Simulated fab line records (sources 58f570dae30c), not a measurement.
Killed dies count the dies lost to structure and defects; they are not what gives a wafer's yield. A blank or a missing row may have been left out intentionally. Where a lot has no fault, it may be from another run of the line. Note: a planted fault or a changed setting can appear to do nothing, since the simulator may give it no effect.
The same fault as seen by 2 desks -- flow berkeley-cmos170 -- only its own numbers are on each desk; what lay behind them is given at the end

## THE METROLOGY DESK
What the gauges read for every lot (on any tool): the sampled wafers with a number, averaged. If a lot's mean is further than 4 standard deviations from the usual mean, the lot is out of limits and carries the mark OUT (the distance appears in the brackets).
Columns: A = NSD_TW at UCB170_NSD_TW_MEAS_10, usual 4231; B = cd-nm at UCB170_V1_CD_MEAS_90, usual 700.3 nm; C = V2_POLISHED_THK at UCB170_V2_THK_MEAS_04, usual 1000.1 nm
lot,first seen here,A,B,C
L245,day 5 20:49,4249,701.5,1000.5
L248,day 7 06:40,4248,699.3,1000.1
L247,day 7 07:07,4259,700.5,999.5
L251,day 7 23:22,4270,699.9,1000.8
L249,day 7 23:25,4131,698.7,1001.6
L253,day 8 10:13,4144,700.3,999.5
L252,day 8 10:22,4279,701.8,1002.1
L255,day 9 00:13,4245,700.7,1000.7
L257,day 9 00:22,4242,699.7,999.9
L258,day 9 10:38,4258,702.3,999.4
L260,day 9 16:07,4235,699.4,1000.3
L261,day 10 06:43,4274,699.8,1000.6
L268,day 11 11:26,4223,699.7,999.1
This desk found nothing out of limits on any of the 13 lots.

## AT THE TOOL OWNER'S DESK: rie-metal-04
The tool's own readings at UCB170_M1_METAL_ETCH_12 (etches Al in Cl2/BCl3, stops on PSG, target depth 780 nm, time 130 s): means of the sampled wafers that have a number, for each lot that ran on this tool. If a lot's mean is further than 4 standard deviations from the usual mean, the lot is out of limits and carries the mark OUT (the distance appears in the brackets).
Columns: A = drypump-motor-current-A at UCB170_M1_METAL_ETCH_12, usual 5.8 A; B = oes-product-au at UCB170_M1_METAL_ETCH_12, usual 0.866 a.u.; C = run-length-s at UCB170_M1_METAL_ETCH_12, usual 158.5 s; D = throttle-valve-pct at UCB170_M1_METAL_ETCH_12, usual 24.52 %
lot,first seen here,A,B,C,D
L245,day 6 05:08,5.7,0.880,161.9,24.56
L248,day 7 14:32,6.0,0.860,159.0,24.60
L251,day 8 08:05,6.0,0.855,158.6,24.61
L257,day 9 11:12,6.3,0.854,158.6,24.65
L260,day 10 05:09,6.3,0.833,166.2 (+7.0) OUT,24.66
This desk finds L260 out of limits, L260 being first, at day 10 05:09 (run-length-s at UCB170_M1_METAL_ETCH_12). Within limits: L245, L248, L251, L257.

## PUT TOGETHER
The tool owner's desk could have raised an alarm at day 10 05:09, on L260.
From the metrology desk's view, nothing was out of limits.
The metrology desk has L260 on record, within its limits.
The lots listed all ran UCB170_M1_METAL_ETCH_12 on rie-metal-04.

## WHAT HAD BEEN PUT IN BY THE SIMULATOR
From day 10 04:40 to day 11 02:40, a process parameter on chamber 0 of rie-metal-04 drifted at UCB170_M1_METAL_ETCH_12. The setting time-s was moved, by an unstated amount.
Lots struck among those shown: L260.
How many hours passed from the start of the fault until each desk's first out-of-limits reading: the tool owner's desk, 0.
